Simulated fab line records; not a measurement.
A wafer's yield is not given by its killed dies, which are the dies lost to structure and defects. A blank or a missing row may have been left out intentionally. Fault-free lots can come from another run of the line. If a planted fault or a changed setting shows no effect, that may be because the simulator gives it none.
Commonality check across tools + flow rit_cmos + Sampled: 14 lots, 42 wafers

WHY IT WAS OPENED
RIT_PSD_OVL_MEAS_06, reading PSD_OVL: flagged on 4 of 14 lots. Fault-free wafers read 0.5 nm, with a standard deviation of 1.6.
Rule: flag the lot when none of its wafers has a number, or when each of its wafers that has one lies beyond 4 standard deviations from that mean. As for the other lots, they are considered sound.

| lot  | measured    | on         | PSD_OVL (nm), wafer by wafer | flag    |
|------|-------------|------------|------------------------------|---------|
| L944 | day 3 05:40 | overlay-02 | -0.3 0.0 -0.3                |         |
| L946 | day 3 12:35 | overlay-02 | -150.7 -150.9 -149.6         | FLAGGED |
| L947 | day 3 19:04 | overlay-02 | -150.2 -149.4 -148.5         | FLAGGED |
| L948 | day 3 20:58 | overlay-02 | -149.6 -150.4 -150.2         | FLAGGED |
| L949 | day 4 03:38 | overlay-02 | -149.5 -149.9 -150.7         | FLAGGED |
| L953 | day 4 22:35 | overlay-01 | 2.5 1.1 3.8                  |         |
| L956 | day 5 14:04 | overlay-01 | 1.8 0.9 0.6                  |         |
| L957 | day 5 18:43 | overlay-02 | 0.6 2.0 0.7                  |         |
| L958 | day 5 23:35 | overlay-01 | 1.8 1.8 1.0                  |         |
| L962 | day 6 18:43 | overlay-02 | 0.5 3.0 0.9                  |         |
| L963 | day 6 23:54 | overlay-02 | 1.3 1.9 0.7                  |         |
| L965 | day 7 10:09 | overlay-01 | -0.2 3.2 -0.4                |         |
| L966 | day 7 15:22 | overlay-02 | 1.4 0.7 2.3                  |         |
| L967 | day 7 19:56 | overlay-01 | 4.3 4.2 3.3                  |         |
On average the flagged lots' numbers are -150.0 nm, which is -150.5 nm against the usual, or -94 standard deviations.

EACH LOT AND THE TOOL IT RAN ON
2 process steps preceding the reading are held in the record, out of 202 steps in the route. In each cell: the tool, then ch and the chambers that the sampled wafers went through, then the start.
| lot  | flag    | RIT_PLDD_STRIP_09                   | RIT_PSD_EXPOSE_03                  |
|------|---------|-------------------------------------|------------------------------------|
| L944 |         | plasma_asher-04 ch 0,1, day 3 00:25 | iline_stepper-02 ch 0, day 3 05:17 |
| L946 | FLAGGED | plasma_asher-04 ch 0,1, day 3 07:25 | iline_stepper-02 ch 0, day 3 12:10 |
| L947 | FLAGGED | plasma_asher-04 ch 0,1, day 3 13:56 | iline_stepper-02 ch 0, day 3 18:41 |
| L948 | FLAGGED | plasma_asher-02 ch 0,1, day 3 15:56 | iline_stepper-02 ch 0, day 3 20:35 |
| L949 | FLAGGED | plasma_asher-01 ch 0,1, day 3 22:35 | iline_stepper-02 ch 0, day 4 03:14 |
| L953 |         | plasma_asher-04 ch 0,1, day 4 17:04 | iline_stepper-01 ch 0, day 4 22:12 |
| L956 |         | plasma_asher-04 ch 0,1, day 5 08:43 | iline_stepper-01 ch 0, day 5 13:38 |
| L957 |         | plasma_asher-01 ch 0,1, day 5 13:34 | iline_stepper-01 ch 0, day 5 18:19 |
| L958 |         | plasma_asher-01 ch 0,1, day 5 18:30 | iline_stepper-01 ch 0, day 5 23:13 |
| L962 |         | plasma_asher-01 ch 0,1, day 6 13:22 | iline_stepper-01 ch 0, day 6 18:19 |
| L963 |         | plasma_asher-04 ch 0,1, day 6 18:38 | iline_stepper-01 ch 0, day 6 23:31 |
| L965 |         | plasma_asher-02 ch 0,1, day 7 05:01 | iline_stepper-01 ch 0, day 7 09:45 |
| L966 |         | plasma_asher-04 ch 0,1, day 7 10:08 | iline_stepper-01 ch 0, day 7 14:59 |
| L967 |         | plasma_asher-01 ch 0,1, day 7 14:52 | iline_stepper-01 ch 0, day 7 19:29 |
What these steps do:
- RIT_PLDD_STRIP_09: strips in O2, time 180 s.
- RIT_PSD_EXPOSE_03: exposes mask M10, target cd 40900 nm.
- RIT_PSD_OVL_MEAS_06

FLAGGED OVER TOTAL, TOOL BY TOOL (the gauges that took the reading come last)
| step                | tool             | lots run | flagged | share of the flagged lots | sound lots run after its first flagged lot |
|---------------------|------------------|----------|---------|---------------------------|--------------------------------------------|
| RIT_PLDD_STRIP_09   | plasma_asher-01  | 5        | 1       | some                      | 4 (L957,L958,L962,L967)                    |
| RIT_PLDD_STRIP_09   | plasma_asher-02  | 2        | 1       | some                      | 1 (L965)                                   |
| RIT_PLDD_STRIP_09   | plasma_asher-04  | 7        | 2       | some                      | 4 (L953,L956,L963,L966)                    |
| RIT_PSD_EXPOSE_03   | iline_stepper-01 | 9        | 0       | none                      | -                                          |
| RIT_PSD_EXPOSE_03   | iline_stepper-02 | 5        | 4       | all                       | 0                                          |
| RIT_PSD_OVL_MEAS_06 | overlay-01       | 5        | 0       | none                      | -                                          |
| RIT_PSD_OVL_MEAS_06 | overlay-02       | 9        | 4       | all                       | 4 (L957,L962,L963,L966)                    |

WHAT THE TABLE ALLOWS
Table rows that saw every flagged lot: 2, namely iline_stepper-02 at RIT_PSD_EXPOSE_03 and overlay-02 at RIT_PSD_OVL_MEAS_06.
- iline_stepper-02 at RIT_PSD_EXPOSE_03: 4 of its 5 lots flagged. A fault beginning between L944 (day 3 05:17), its last sound lot, and L946 (day 3 12:10), its first flagged one, fits the data.
- overlay-02 at RIT_PSD_OVL_MEAS_06: 4 of its 9 lots flagged. Lots that were sound ran on it after the first flagged one (L957, L962, L963, L966); a persistent fault on the entire tool would not allow that.
Just one tool remains: iline_stepper-02 at RIT_PSD_EXPOSE_03.

WHAT THE SIMULATOR HAD PUT IN
Scanner matching overlay: iline_stepper-02, from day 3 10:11 on, at RIT_PSD_EXPOSE_03. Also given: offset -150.
Shown lots that were struck: L946, L947, L948, L949. The rule above found the same.
